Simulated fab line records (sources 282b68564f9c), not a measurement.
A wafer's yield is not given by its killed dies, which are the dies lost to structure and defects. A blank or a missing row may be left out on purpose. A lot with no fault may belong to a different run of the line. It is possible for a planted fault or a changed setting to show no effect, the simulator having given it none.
Check for tools in common | flow rit cmos | 42 wafers sampled across 14 lots

WHAT PROMPTED THE OPENING
RIT_GATE_THK_MEAS_07, reading GATE_OXIDE_THK: flagged on 2 of 14 lots. No-fault wafers: 3.03 nm, standard deviation 0.06.
Rule: a lot gets a flag if all its wafers with a number sit over 4 standard deviations from that mean, or if no wafer of it has a number. The rest of the lots are taken to be sound.

lot  | measured    | on            | GATE_OXIDE_THK (nm), wafer by wafer | flag
L181 | day 2 13:13 | film metro-02 | 3.10 2.96 3.08                      |
L182 | day 2 19:29 | film metro-02 | 3.01 2.97 3.08                      |
L185 | day 3 07:07 | film metro-03 | 3.13 3.01 3.03                      |
L186 | day 3 16:04 | film metro-01 | 3.07 3.06 3.04                      |
L188 | day 3 21:08 | film metro-01 | 2.98 3.00 3.02                      |
L189 | day 4 05:29 | film metro-01 | 3.05 3.02 3.08                      |
L190 | day 4 15:26 | film metro-01 | 2.95 3.00 2.97                      |
L191 | day 4 18:07 | film metro-01 | 2.99 3.03 2.99                      |
L192 | day 4 19:09 | film metro-03 | 2.95 2.96 3.07                      |
L194 | day 5 09:07 | film metro-01 | 2.98 3.06 3.08                      |
L195 | day 5 11:55 | film metro-01 | 3.01 3.00 3.00                      |
L196 | day 5 14:21 | film metro-03 | 2.99 3.05 2.95                      |
L203 | day 7 01:01 | film metro-03 | 0.48 0.54 0.46                      | FLAGGED
L204 | day 7 06:32 | film metro-03 | 0.36 0.41 0.34                      | FLAGGED
The numbers of the flagged lots are 0.43 nm on average: -2.60 nm against the usual, or -43 standard deviations.

WHICH TOOL EACH LOT WENT THROUGH
The record holds 1 process step before the reading, out of a route of 202 steps. Every cell lists first the tool, next ch and the chambers used by the sampled wafers, and last the start.
lot  | flag    | RIT_GATE_OXIDATION_05
L181 |         | furnace-04 ch 0, day 2 10:44
L182 |         | furnace-04 ch 0, day 2 16:08
L185 |         | furnace-03 ch 0, day 3 05:46
L186 |         | furnace-03 ch 0, day 3 13:29
L188 |         | furnace-04 ch 0, day 3 19:47
L189 |         | furnace-01 ch 0, day 4 03:11
L190 |         | furnace-04 ch 0, day 4 12:11
L191 |         | furnace-03 ch 0, day 4 16:47
L192 |         | furnace-04 ch 0, day 4 17:50
L194 |         | furnace-01 ch 0, day 5 07:47
L195 |         | furnace-04 ch 0, day 5 10:34
L196 |         | furnace-04 ch 0, day 5 12:18
L203 | FLAGGED | furnace-03 ch 0, day 6 22:22
L204 | FLAGGED | furnace-03 ch 0, day 7 04:45
What these steps do:
- RIT_GATE_OXIDATION_05: target thk 3 nm, ox time 270 s.
- RIT_GATE_THK_MEAS_07

FLAGGED OVER TOTAL, TOOL BY TOOL (the gauges that took the reading come last)
step                  | tool          | lots run | flagged | share of the flagged lots | sound lots run after its first flagged lot
RIT_GATE_OXIDATION_05 | furnace-01    | 2        | 0       | none                      | -
RIT_GATE_OXIDATION_05 | furnace-03    | 5        | 2       | all                       | 0
RIT_GATE_OXIDATION_05 | furnace-04    | 7        | 0       | none                      | -
RIT_GATE_THK_MEAS_07  | film metro-01 | 7        | 0       | none                      | -
RIT_GATE_THK_MEAS_07  | film metro-02 | 2        | 0       | none                      | -
RIT_GATE_THK_MEAS_07  | film metro-03 | 5        | 2       | all                       | 0

WHAT THE TABLE ALLOWS
2 rows of the table ran every flagged lot: furnace-03 at RIT_GATE_OXIDATION_05, film metro-03 at RIT_GATE_THK_MEAS_07.
- furnace-03 at RIT_GATE_OXIDATION_05: 2 of its 5 lots flagged. Last sound lot L191 at day 4 16:47, first flagged lot L203 at day 6 22:22; a fault beginning in between fits. Its own readings (spike tc centre C, spike tc load C, spike tc source C, tube center temp C, tube_center_temp_C_max, zone power load pct, zone power source pct) fall more than 4 standard deviations out on all wafers of the flagged lots.
- film metro-03 at RIT_GATE_THK_MEAS_07: 2 of its 5 lots flagged. Last sound lot L196 at day 5 14:21, first flagged lot L203 at day 7 01:01; a fault beginning in between fits.
Because each of these 2 tools fits a fault that began at some hour, counting lots does not separate them. More lots, or a look at what each step does to the wafer, might.

WHAT THE SIMULATOR PUT IN
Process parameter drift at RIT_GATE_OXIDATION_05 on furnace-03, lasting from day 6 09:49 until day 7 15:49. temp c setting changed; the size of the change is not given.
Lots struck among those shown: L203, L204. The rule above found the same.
